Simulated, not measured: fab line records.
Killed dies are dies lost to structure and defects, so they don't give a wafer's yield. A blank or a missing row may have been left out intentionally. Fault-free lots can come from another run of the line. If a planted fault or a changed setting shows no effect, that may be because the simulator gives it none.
fab line records	flow berkeley_cmos170
record: lots: 14	wafers: 42	last_day: 12
route steps=331 shown M2@272
lots with no fault: from the same line, run without faults
start_h: hours from the record's opening day to when the first of the lot's shown wafers began	wait_h: how many hours have passed since the lot's step before this one	" same as the row above	L1.1+2: several wafers, shown together as one row	- either no value or no given start	* or withheld: withheld	< > ~ a bound
route shown NAME@n: NAME is a module with steps in the file, n the number in the route of the first one	usual: the fault-free wafers' mean and standard deviation	same: alike in all rows	chamber/n: place in a boat	sites: readings site by site	_std_site: the values' standard deviation	_edge_site: inner sites' mean taken away from outer sites' mean	radius_mm: how far each site lies from the wafer's centre	mask NAME#n: copy n	behind: the last tool/chamber to shape the wafer	hold: what put the lot on hold/how long, in hours/how the hold closed	device: transistor that didn't switch, given as n, p or np	end of line: tests run on the same wafers once the route is complete	a step without rows: its recipe alone	killed: at the first sort, the dies lost to defects and structure; wafer yield is something else	map: a wafer's dies, marking killed ones x, the rest . and places with no die _
set.NAME: setting as actually run; set.NAME@STEP: the setting as run at that earlier step	model.NAME: the simulator's own value behind a step, which no gauge read
route steps across a sampled set of lots; one table per step, one row per wafer
services: a tool's chamber out of use, with start hour (start_h, from the record's first day; less than 0 if before it), hours out, and reason
== steps ==
step: UCB170_M2_SPUTTER_01
recipe: material: Al	target_thk_nm: 900	time_s: 120	power_w: 6000	chamber_pressure_pa: 0.5
usual: cathode_dc_power_W: 6000.0/1	throttle_valve_pct: 30.3/1.1
lot.wafer	tool	chamber	start_h	wait_h	cathode_dc_power_W	throttle_valve_pct
L546.1	pvd_sputter-04	-	188.51	0.0	5999.5	31.0
L546.4	"	-	"	"	6001.4	30.6
L546.6	"	-	"	"	5998.3	29.5
L551.1	pvd_sputter-03	-	202.26	0.0	6000.4	28.2
L551.2	"	-	"	"	6000.9	29.9
L551.6	"	-	"	"	5999.5	29.7
L552.1	pvd_sputter-01	-	202.50	0.0	5998.3	30.0
L552.4	"	-	"	"	5999.0	30.1
L552.5	"	-	"	"	6001.8	29.9
L550.1	pvd_sputter-04	-	202.63	0.0	5999.6	29.1
L550.3	"	-	"	"	5999.7	29.5
L550.4	"	-	"	"	5997.7	30.9
L548.1	pvd_sputter-03	-	202.78	0.0	6000.3	28.1
L548.2	"	-	"	"	5998.0	32.4
L548.3	"	-	"	"	6000.6	29.7
L549.1	pvd_sputter-01	-	203.10	0.0	5999.8	30.1
L549.2	"	-	"	"	6001.5	31.1
L549.6	"	-	"	"	6001.8	30.3
L554.2	pvd_sputter-04	-	222.27	0.0	5998.8	29.2
L554.4	"	-	"	"	6000.7	30.8
L554.6	"	-	"	"	6001.4	31.1
L556.4	pvd_sputter-03	-	241.73	0.0	6002.3	32.5
L556.5	"	-	"	"	6000.3	30.0
L556.6	"	-	"	"	5998.9	30.2
L560.3	pvd_sputter-03	-	248.87	0.0	6000.8	28.1
L560.4	"	-	"	"	5999.2	29.9
L560.5	"	-	"	"	5998.2	30.2
L561.1	pvd_sputter-03	-	256.81	0.0	5997.7	32.6
L561.5	"	-	"	"	5999.4	28.1
L561.6	"	-	"	"	6000.3	32.7
L565.2	pvd_sputter-04	-	259.30	0.0	6000.2	29.2
L565.4	"	-	"	"	6000.7	31.0
L565.5	"	-	"	"	5999.9	29.5
L566.1	pvd_sputter-04	-	276.82	0.0	5999.3	29.1
L566.3	"	-	"	"	5999.6	30.9
L566.5	"	-	"	"	5998.8	29.6
L568.2	pvd_sputter-01	-	288.70	0.0	6000.4	30.2
L568.3	"	-	"	"	5999.0	30.0
L568.6	"	-	"	"	6000.1	30.4
L569.1	pvd_sputter-04	-	288.82	0.0	6001.4	29.3
L569.4	"	-	"	"	5999.6	30.7
L569.5	"	-	"	"	5999.7	30.8
step: UCB170_M2_RS_MEAS_02
recipe: thk_meas_gauge: four-point-probe	reads: Al_of_M2_SPUTTER_01
usual: M2_AL_RS: 0.03237/0.00029
lot.wafer	tool	chamber	start_h	wait_h	M2_AL_RS[ohm/sq]
L546.1	film_metro-01	-	188.59	0.0	0.0322
L546.4	"	-	"	"	0.03213
L546.6	"	-	"	"	0.03204
L551.1	film_metro-03	-	202.34	0.0	0.03252
L551.2	"	-	"	"	0.03223
L551.6	"	-	"	"	0.03241
L552.1	film_metro-01	-	202.59	0.0	0.03223
L552.4	"	-	"	"	0.03221
L552.5	"	-	"	"	0.03242
L550.1	film_metro-03	-	202.72	0.0	0.0323
L550.3	"	-	"	"	0.03262
L550.4	"	-	"	"	0.03265
L548.1	film_metro-04	-	202.86	0.0	0.03249
L548.2	"	-	"	"	0.03228
L548.3	"	-	"	"	0.03219
L549.1	film_metro-03	-	203.18	0.0	0.03236
L549.2	"	-	"	"	0.03216
L549.6	"	-	"	"	0.03269
L554.2	film_metro-04	-	222.37	0.1	0.03191
L554.4	"	-	"	"	0.03203
L554.6	"	-	"	"	0.03204
L556.4	film_metro-03	-	241.87	0.1	0.03228
L556.5	"	-	"	"	0.03222
L556.6	"	-	"	"	0.03241
L560.3	film_metro-04	-	248.99	0.1	0.028
L560.4	"	-	"	"	0.02802
L560.5	"	-	"	"	0.02786
L561.1	film_metro-03	-	257.18	0.3	0.02804
L561.5	"	-	"	"	0.02823
L561.6	"	-	"	"	0.02817
L565.2	film_metro-04	-	259.40	0.1	0.03182
L565.4	"	-	"	"	0.03241
L565.5	"	-	"	"	0.03236
L566.1	film_metro-04	-	276.91	0.0	0.03154
L566.3	"	-	"	"	0.03203
L566.5	"	-	"	"	0.03212
L568.2	film_metro-01	-	288.80	0.1	0.03256
L568.3	"	-	"	"	0.03229
L568.6	"	-	"	"	0.03232
L569.1	film_metro-04	-	288.90	0.0	0.03193
L569.4	"	-	"	"	0.03224
L569.5	"	-	"	"	0.03269
step: UCB170_M2_THK_MEAS_03
recipe: thk_meas_gauge: xrf	reads: Al_of_M2_SPUTTER_01
usual: M2_AL_THK: 898/8.3
lot.wafer	tool	chamber	start_h	wait_h	M2_AL_THK[nm]
L546.1	film_metro-01	-	188.71	0.1	905
L546.4	"	-	"	"	908
L546.6	"	-	"	"	909
L551.1	film_metro-03	-	202.46	0.1	901
L551.2	"	-	"	"	910
L551.6	"	-	"	"	904
L552.1	film_metro-01	-	202.71	0.1	904
L552.4	"	-	"	"	906
L552.5	"	-	"	"	900
L550.1	film_metro-03	-	202.84	0.1	909
L550.3	"	-	"	"	901
L550.4	"	-	"	"	896
L548.1	film_metro-04	-	202.98	0.1	885
L548.2	"	-	"	"	893
L548.3	"	-	"	"	888
L549.1	film_metro-03	-	203.30	0.1	907
L549.2	"	-	"	"	914
L549.6	"	-	"	"	900
L554.2	film_metro-04	-	222.48	0.1	901
L554.4	"	-	"	"	900
L554.6	"	-	"	"	904
L556.4	film_metro-03	-	241.96	0.1	900
L556.5	"	-	"	"	901
L556.6	"	-	"	"	897
L560.3	film_metro-04	-	249.09	0.1	1029
L560.4	"	-	"	"	1031
L560.5	"	-	"	"	1032
L561.1	film_metro-03	-	257.30	0.1	1039
L561.5	"	-	"	"	1028
L561.6	"	-	"	"	1032
L565.2	film_metro-04	-	259.51	0.1	912
L565.4	"	-	"	"	894
L565.5	"	-	"	"	900
L566.1	film_metro-04	-	277.03	0.1	920
L566.3	"	-	"	"	904
L566.5	"	-	"	"	903
L568.2	film_metro-01	-	288.91	0.1	894
L568.3	"	-	"	"	903
L568.6	"	-	"	"	898
L569.1	film_metro-04	-	289.02	0.1	909
L569.4	"	-	"	"	897
L569.5	"	-	"	"	882
step: UCB170_M2_METAL_ETCH_18
recipe: chemistry: Cl2/BCl3	target: Al	stop_on: SiO2	pressure_mtorr: 12	target_depth_a: 11700	over_etch_frac: 0.3	time_s: 195	icp_w: 600	bias_w: 120	Cl2_flow_sccm: 90	bcl3_flow_sccm: 45
usual: drypump_motor_current_A: 5.7/0.6	mfc_cl2_sccm: 90.04/0.27	oes_product_au: 0.843/0.014	throttle_valve_pct: 24.27/0.28
lot.wafer	tool	chamber	start_h	wait_h	drypump_motor_current_A	mfc_cl2_sccm	oes_product_au	rf_hours_counter_h	throttle_valve_pct
L546.1	rie_metal-04	0	190.71	-	6.5	90.46	0.831	1.5	23.85
L546.4	"	1	"	"	5.1	90.08	0.857	-	24.48
L546.6	"	0	"	"	6.5	90.02	0.832	-	23.83
L551.1	rie_metal-02	0	204.83	-	6.4	90.07	0.842	5.0	24.56
L551.2	"	1	"	"	5.9	89.76	0.869	1.2	24.56
L551.6	"	1	"	"	5.9	89.62	0.863	-	24.55
L552.1	rie_metal-04	0	205.07	-	6.5	89.86	0.831	2.1	23.85
L552.4	"	0	"	"	6.5	90.05	0.828	-	23.86
L552.5	"	1	"	"	5.2	90.19	0.852	-	24.48
L550.1	rie_metal-01	1	205.34	-	5.0	89.62	0.838	0.6	24.06
L550.3	"	0	"	"	5.2	89.52	0.863	-	24.31
L550.4	"	1	"	"	5.0	90.20	0.832	-	24.06
L548.1	rie_metal-02	0	205.55	-	6.3	90.02	0.844	5.2	24.56
L548.2	"	1	"	"	5.9	90.42	0.868	1.4	24.54
L548.3	"	1	"	"	5.9	89.67	0.869	-	24.54
L549.1	rie_metal-04	1	205.67	-	5.2	90.14	0.848	5.1	24.49
L549.2	"	0	"	"	6.5	89.48	0.833	2.3	23.85
L549.6	"	0	"	"	6.4	89.73	0.830	-	23.84
L554.2	rie_metal-01	1	225.85	-	5.0	90.34	0.839	1.6	24.05
L554.4	"	1	"	"	5.0	90.17	0.845	-	24.07
L554.6	"	1	"	"	5.0	89.98	0.836	-	24.07
L556.4	rie_metal-01	1	245.34	-	5.0	90.31	0.834	-	24.06
L556.5	"	1	"	"	5.0	90.08	0.835	-	24.06
L556.6	"	0	"	"	5.2	90.13	0.832	-	24.33
L560.3	rie_metal-01	0	253.59	-	5.2	90.36	0.908	-	24.29
L560.4	"	1	"	"	5.0	90.31	0.903	-	24.02
L560.5	"	0	"	"	5.2	90.52	0.910	-	24.29
L561.1	rie_metal-02	0	260.39	-	6.3	90.00	0.917	6.7	24.52
L561.5	"	1	"	"	5.9	89.89	0.933	-	24.52
L561.6	"	0	"	"	6.4	89.98	0.915	-	24.52
L565.2	rie_metal-04	1	261.95	-	5.2	89.58	0.863	6.8	24.48
L565.4	"	0	"	"	6.5	89.92	0.823	-	23.84
L565.5	"	1	"	"	5.1	89.57	0.859	-	24.49
L566.1	rie_metal-01	0	280.30	-	5.2	89.58	0.842	2.1	24.32
L566.3	"	1	"	"	5.0	89.78	0.838	-	24.04
L566.5	"	1	"	"	5.0	90.42	0.830	-	24.05
L568.2	rie_metal-01	0	290.92	-	5.2	90.07	0.837	2.5	24.31
L568.3	"	0	"	"	5.2	90.09	0.838	-	24.33
L568.6	"	1	"	"	5.0	90.04	0.826	-	24.06
L569.1	rie_metal-04	1	291.20	-	5.2	89.82	0.864	8.2	24.49
L569.4	"	0	"	"	6.5	90.34	0.826	-	23.86
L569.5	"	1	"	"	5.2	89.75	0.844	-	24.50
== services ==
tool	chamber	start_h	hours	kind
rie_metal-02	1	169.82	2.5	repair
rie_metal-01	1	171.78	-	clean
rie_metal-01	1	171.78	20.0	scheduled_down
rie_metal-01	1	171.78	20.0	vent_cycle
pvd_sputter-03	-	197.05	1.1	repair
rie_metal-01	0	205.60	-	clean
rie_metal-01	0	205.60	14.4	scheduled_down
rie_metal-01	0	205.60	14.4	vent_cycle
pvd_sputter-01	-	248.79	1.2	repair
rie_metal-04	1	249.13	1.5	repair
pvd_sputter-03	-	259.93	1.9	repair
pvd_sputter-01	-	290.72	2.9	repair
== key ==
first_sign: step: UCB170_M2_RS_MEAS_02	reading: M2_AL_RS	direction: down	sigmas: 15	usual: 0.03237	struck: 0.02805
effect: step: UCB170_M2_THK_MEAS_03	reading: M2_AL_THK	direction: up	sigmas: 16	usual: 898	struck: 1032
effect: step: UCB170_M2_METAL_ETCH_18	reading: oes_product_au	direction: up	sigmas: 5.1	usual: 0.843	struck: 0.914
met_at UCB170_M2_SPUTTER_01
struck_lots L560,L561
onset_between 241.73 248.87
fault: kind: process_parameter_drift	tool: pvd_sputter-03	chamber: -	onset_h: 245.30	steps: UCB170_M2_SPUTTER_01	channel: target_thk_nm	offset: 131.1	shape: step	end_h: 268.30	acts_in: these_recipes_only	stated: 900
